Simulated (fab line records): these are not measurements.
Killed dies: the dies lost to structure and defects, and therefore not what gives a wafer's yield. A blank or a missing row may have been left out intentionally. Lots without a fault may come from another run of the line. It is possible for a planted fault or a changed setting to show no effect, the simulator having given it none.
A lot that was struck, set against a sound lot	flow rit-cmos	17 steps out of a route of 202
Sound: wafers L847.1, L847.3, L847.6. Wafers struck: L853.4, L853.5, L853.6. The cause is named last.
Order at every step that has rows: each side's tool, ch and its chambers, its first start. Under that, the readings that differ: sound wafers	struck wafers	difference of the means	sigmas: that difference in standard deviations of wafers without a fault.
alike: readings whose means differ by less than 2 such deviations, and words and numbers that are the same on both sides. not compared: withheld readings, readings that some wafer has no value for, bounds like >300 that may hide the same value, and numbers for which the record gives no deviation and whose values overlap.
The two part at a step that has a row with sigmas, a row that says differs or no value, or rows on one side only. When numbers do not overlap yet have no deviation, they are printed without sigmas and do not part them. A reading that every wafer of one side lacks parts them only if that side has two wafers or more.

first, 4 steps without rows for these wafers: RIT_NLDD_SOFTBAKE_02 (time 60 s); RIT_NLDD_EXPOSE_03 (exposes mask M7, target cd 40700 nm); RIT_NLDD_PEB_04; RIT_NLDD_DEVELOP_05 (develop time 50 s).
RIT_NLDD_OVL_MEAS_06:
  sound on overlay-02 at day 2 16:25; struck on overlay-01 at day 4 00:08
  alike: NLDD_OVL
then, 2 steps without rows for these wafers: RIT_NLDD_HARDBAKE_07 (time 60 s); RIT_NLDD_IMPLANT_08.
RIT_NLDD_STRIP_09: strips in O2, time 180 s.
  sound on plasma-asher-01 ch 0,1, day 2 16:46; struck on plasma-asher-03 ch 0,1, day 4 00:30
  alike: drypump-motor-current-A
  not compared: rf-hours-counter-h
RIT_NLDD_TW_MEAS_10:
  sound on film-metro-02 at day 2 16:56; struck on film-metro-04 at day 4 00:39
  alike: NLDD_TW
then, 3 steps without rows for these wafers: RIT_PLDD_HMDS_00 (prime time 60 s); RIT_PLDD_COAT_01 (resist thk 1000 nm); RIT_PLDD_SOFTBAKE_02 (time 60 s).
RIT_PLDD_EXPOSE_03: exposes mask M8, target cd 40900 nm.
  sound on iline-stepper-01 ch 0, day 2 17:28; struck on iline-stepper-01 ch 0, day 4 01:19
reading	sound	struck	difference	sigmas
model.PLDD.overlay-x-nm (nm)	-0.6124 -0.6124 -0.6124	-150.2 -150.2 -150.2	-149.6	
  alike: mask, exposure-dose-mJ-cm2
then, 2 steps without rows for these wafers: RIT_PLDD_PEB_04; RIT_PLDD_DEVELOP_05 (develop time 50 s).
RIT_PLDD_OVL_MEAS_06:
  sound on overlay-02 at day 2 17:54; struck on overlay-02 at day 4 01:53
reading	sound	struck	difference	sigmas
PLDD_OVL (nm)	1.8 1.3 0.9	-148.7 -150.2 -148.0	-150.3	-99 or more
  not compared: hold
RIT_M1_PROBE_99:
  rows exist in the record for the sound wafers here (prober-01, day 3 08:17), none for the struck ones

## WHERE THEY PART
Earliest at RIT_PLDD_OVL_MEAS_06; latest, in this record, at RIT_M1_PROBE_99.

WHY: the cause the simulator had injected
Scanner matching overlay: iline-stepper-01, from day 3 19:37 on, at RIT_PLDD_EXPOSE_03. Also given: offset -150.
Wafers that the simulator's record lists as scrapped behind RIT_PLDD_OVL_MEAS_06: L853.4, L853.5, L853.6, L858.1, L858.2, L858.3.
